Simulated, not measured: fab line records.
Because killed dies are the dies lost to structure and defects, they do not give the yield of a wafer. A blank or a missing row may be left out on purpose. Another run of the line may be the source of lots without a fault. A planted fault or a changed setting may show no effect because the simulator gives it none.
Struck lot and sound lot, side by side	flow berkeley-cmos170	14 out of 331 route steps
Sound: wafers L283.3, L283.4, L283.6. Wafers struck: L290.3, L290.4, L290.6. The cause is named last.
Per side, at each step with rows, come the tool, then ch with its chambers, and then its first start. Under that, the readings that differ: sound wafers	struck wafers	difference of the means	sigmas: that difference in standard deviations of wafers without a fault.
alike: readings with means less than 2 such deviations apart, plus words and numbers identical on both sides. not compared: withheld readings, readings lacking a value on some wafer, bounds such as >300 that could conceal the same value, and numbers that have no deviation in the record and whose values overlap.
A row with sigmas, a row that says differs or no value, or rows on one side alone: a step with any of these is where the two part. Numbers that don't overlap but have no deviation are shown without sigmas and don't part them. Lack of a reading on every wafer of one side parts them only where that side has two or more wafers.

first, 7 steps without rows for these wafers: UCB170_SCREENOX_ANNEAL_03 (time 900 s); UCB170_NVT_HMDS_00 (prime time 60 s); UCB170_NVT_COAT_01 (resist thk 900 nm); UCB170_NVT_SOFTBAKE_02 (time 60 s); UCB170_NVT_EXPOSE_03 (exposes mask PWELL, target cd 3000 nm); UCB170_NVT_PEB_04; UCB170_NVT_DEVELOP_05 (develop time 45 s).
UCB170_NVT_OVL_MEAS_06:
  sound on overlay-01, day 8 20:05; struck on overlay-02, day 10 08:29
  alike: NVT_OVL
following that, these wafers have no rows for 1 step: UCB170_NVT_IMPLANT_07.
UCB170_NVT_STRIP_08: strips in O2.
  sound on plasma-asher-02 ch 0,1, day 8 20:18; struck on plasma-asher-04 ch 0,1, day 10 08:41
reading	sound	struck	difference	sigmas
drypump-motor-current-A (A)	6.7 5.8 6.7	5.0 5.2 5.1	-1.3	-2
  alike: oes-product-au, strip-time-to-endpoint-s
  not compared: rf-hours-counter-h
UCB170_NVT_TW_MEAS_09:
  sound on film-metro-04, day 8 20:23; struck on film-metro-03, day 10 08:47
  alike: NVT_TW
then, 1 step without rows for these wafers: UCB170_NVT_CLEAN_10 (cleans in SPM, time 600 s).
UCB170_PVT_HMDS_00: prime time 60 s.
  sound on litho-track-04 ch 0, day 8 21:15; struck on litho-track-04 ch 0, day 10 10:07
reading	sound	struck	difference	sigmas
prime-temp-c (C)	99.93 99.92 99.79	104.83 104.87 104.86	+4.97	+38
  alike: chill-plate-temp-C
then, 1 step without rows for these wafers: UCB170_PVT_COAT_01 (resist thk 900 nm).

WHERE THEY PART
First at UCB170_NVT_STRIP_08; last, within this record, at UCB170_PVT_HMDS_00.

WHY: what had been put in by the simulator
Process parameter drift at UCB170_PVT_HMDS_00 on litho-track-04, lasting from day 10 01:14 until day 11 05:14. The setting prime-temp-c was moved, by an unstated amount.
